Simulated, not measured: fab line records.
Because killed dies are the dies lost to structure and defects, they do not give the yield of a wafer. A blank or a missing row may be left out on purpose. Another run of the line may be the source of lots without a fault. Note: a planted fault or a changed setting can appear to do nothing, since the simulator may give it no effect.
Which of the tools did it? ; flow ritCmos ; 7 lots with 21 wafers sampled at 3 steps, on a route of 202 steps

WHAT THE GAUGES SHOWED, per wafer
RIT_NSD_TW_MEAS_10.
lot;measured;on;NSD_TW
L272;day 3 23:52;filmMetro-03;3198 3185 3166
L275;day 4 15:08;filmMetro-01;3069 3076 3067
L277;day 5 05:05;filmMetro-03;31 31 31
L282;day 6 00:19;filmMetro-03;3167 3182 3174
L284;day 6 06:47;filmMetro-02;3095 3097 3109
L287;day 7 00:25;filmMetro-01;3102 3098 3093
L289;day 7 09:39;filmMetro-03;3164 3161 3156

WHICH TOOL RAN EACH LOT (tool, then ch and the chambers of the sampled wafers, then the start)
lot;RIT_ACTIVE_ETCH_13;RIT_NSD_IMPLANT_08
L272;rieDiel-02 ch 1,2,3, day 2 10:50;implanter-04 ch 0, day 3 23:32
L275;rieDiel-02 ch 0,1, day 3 01:52;implanter-02 ch 0, day 4 14:50
L277;rieDiel-02 ch 1,3, day 3 13:50;implanter-04, day 5 04:46
L282;rieDiel-02 ch 0,1,3, day 4 12:58;implanter-03 ch 0, day 5 23:59
L284;rieDiel-02 ch 2,3, day 4 22:43;implanter-03 ch 0, day 6 06:29
L287;rieDiel-01 ch 0,1,2, day 5 15:40;implanter-03 ch 0, day 7 00:07
L289;rieDiel-04 ch 0,1,2, day 5 23:55;implanter-02 ch 0, day 7 09:20
- RIT_ACTIVE_ETCH_13: etches Si3N4 in SF6, stops on SiO2, time 210 s, target depth 210 nm.
- RIT_NSD_IMPLANT_08

THE ANSWER, worked out from the rows above alone
Rule: what is usual is taken from the lots themselves. Put in order of their means at a reading, lots are off if they are a third of the lots or fewer, leave a main group of 4 or more, and stand apart from it by a gap of 3 or more times the standard deviation of the main group's means; of several such gaps the widest counts. If all means in a main group match to the digits the tables above print for the reading, that group is not used. A lot without any number at a reading at which 4 lots or more have one is off too. All remaining lots with rows at the step are treated as sound.
Off: at RIT_NSD_TW_MEAS_10 (NSD_TW), L277. Main group: mean 3131, sd 43.
If a tool, at a process step before that reading, ran all the lots that are off and no sound lot after the first of them, it fits. The gauges at RIT_NSD_TW_MEAS_10 are tried like those tools. One candidate fits, namely implanter-04 at RIT_NSD_IMPLANT_08. A fault onset in the window from L272 (day 3 23:32, its last sound lot) to L277 (day 5 04:46, its first lot off) fits.

WHAT HAD BEEN PUT IN BY THE SIMULATOR
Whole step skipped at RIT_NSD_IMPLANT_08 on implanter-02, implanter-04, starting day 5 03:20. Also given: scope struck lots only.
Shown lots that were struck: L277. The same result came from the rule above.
